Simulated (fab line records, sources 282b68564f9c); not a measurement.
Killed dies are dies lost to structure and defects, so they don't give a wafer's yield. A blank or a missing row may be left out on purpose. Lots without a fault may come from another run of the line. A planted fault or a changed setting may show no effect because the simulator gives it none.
A struck lot beside a sound one | flow rit_cmos | 20 steps out of a route of 202
Sound: wafers L526.2, L526.3, L526.5. Struck: wafers L535.2, L535.3, L535.5. The cause comes at the end.
At each step with rows: each side's tool, then ch and its chambers, then its first start. Under that, the readings that differ: sound wafers | struck wafers | difference of the means | sigmas: that difference in standard deviations of wafers without a fault.
alike: readings whose means differ by less than 2 such deviations, and words and numbers that are the same on both sides. not compared: withheld readings, readings that some wafer has no value for, bounds like >300 that may hide the same value, and numbers for which the record gives no deviation and whose values overlap.
The two part at a step that has a row with sigmas, a row that says differs or no value, or rows on one side only. Numbers that don't overlap but have no deviation are shown without sigmas and don't part them. A reading that every wafer of one side lacks parts them only if that side has two wafers or more.

first, 2 steps without rows for these wafers: RIT_PWELL_HARDBAKE_07 (time 120 s); RIT_PWELL_IMPLANT_08.
RIT_PWELL_STRIP_09: strips in O2, time 180 s.
  sound on plasma_asher-03 ch 0,1, day 4 14:43; struck on plasma_asher-02 ch 0,1, day 6 10:25
  alike: drypump_motor_current_A
  not compared: rf_hours_counter_h
RIT_PWELL_TW_MEAS_10:
  sound on film_metro-01, day 4 14:54; struck on film_metro-01, day 6 10:35
  alike: PWELL_TW
then, 1 step without rows for these wafers: RIT_WELLDRIVE_ANNEAL_00 (time 14700 s).
RIT_WELLDRIVE_RS_MEAS_01: measures by four-point-probe.
  sound on film_metro-01, day 4 22:31; struck on film_metro-01, day 6 15:45
  alike: NWELL_RS
RIT_WELLDRIVE_RS_MEAS_02: measures by four-point-probe.
  sound on film_metro-01, day 4 22:38; struck on film_metro-01, day 6 15:52
  alike: PWELL_RS
then, 5 steps without rows for these wafers: RIT_NRETRO_HMDS_00 (prime time 60 s); RIT_NRETRO_COAT_01 (resist thk 1300 nm); RIT_NRETRO_SOFTBAKE_02 (time 60 s); RIT_NRETRO_EXPOSE_03 (exposes mask M4, target cd 43900 nm); RIT_NRETRO_PEB_04.
RIT_NRETRO_DEVELOP_05: develop time 68 s.
  sound on litho_track-01 ch 0, day 4 23:00; struck on litho_track-03 ch 0, day 6 16:00
RIT_NRETRO_OVL_MEAS_06:
  sound on overlay-02, day 4 23:37; struck on overlay-02, day 6 16:51
  alike: NRETRO_OVL
then, 2 steps without rows for these wafers: RIT_NRETRO_HARDBAKE_07 (time 120 s); RIT_NRETRO_IMPLANT_08.
RIT_NRETRO_STRIP_09: strips in O2, time 180 s.
  sound on plasma_asher-04 ch 0, day 5 00:10; struck on plasma_asher-01 ch 0,1, day 6 17:17
  reading                     | sound       | struck      | difference | sigmas
  drypump_motor_current_A (A) | 6.4 6.4 6.3 | 5.2 5.2 6.1 | -0.9       | -2
  not compared: rf_hours_counter_h
RIT_NRETRO_TW_MEAS_10:
  sound on film_metro-04, day 5 00:21; struck on film_metro-02, day 6 17:28
  reading   | sound          | struck      | difference | sigmas
  NRETRO_TW | 1056 1058 1053 | 227 228 225 | -829       | -99 or more
then, 1 step without rows for these wafers: RIT_PRETRO_HMDS_00 (prime time 60 s).
RIT_M1_PROBE_99:
  the record has rows for the sound wafers here (prober-01, day 6 08:26) and none for the struck ones

WHERE THEY PART
First at RIT_NRETRO_STRIP_09; last, within this record, at RIT_M1_PROBE_99.

WHY: what the simulator had put in
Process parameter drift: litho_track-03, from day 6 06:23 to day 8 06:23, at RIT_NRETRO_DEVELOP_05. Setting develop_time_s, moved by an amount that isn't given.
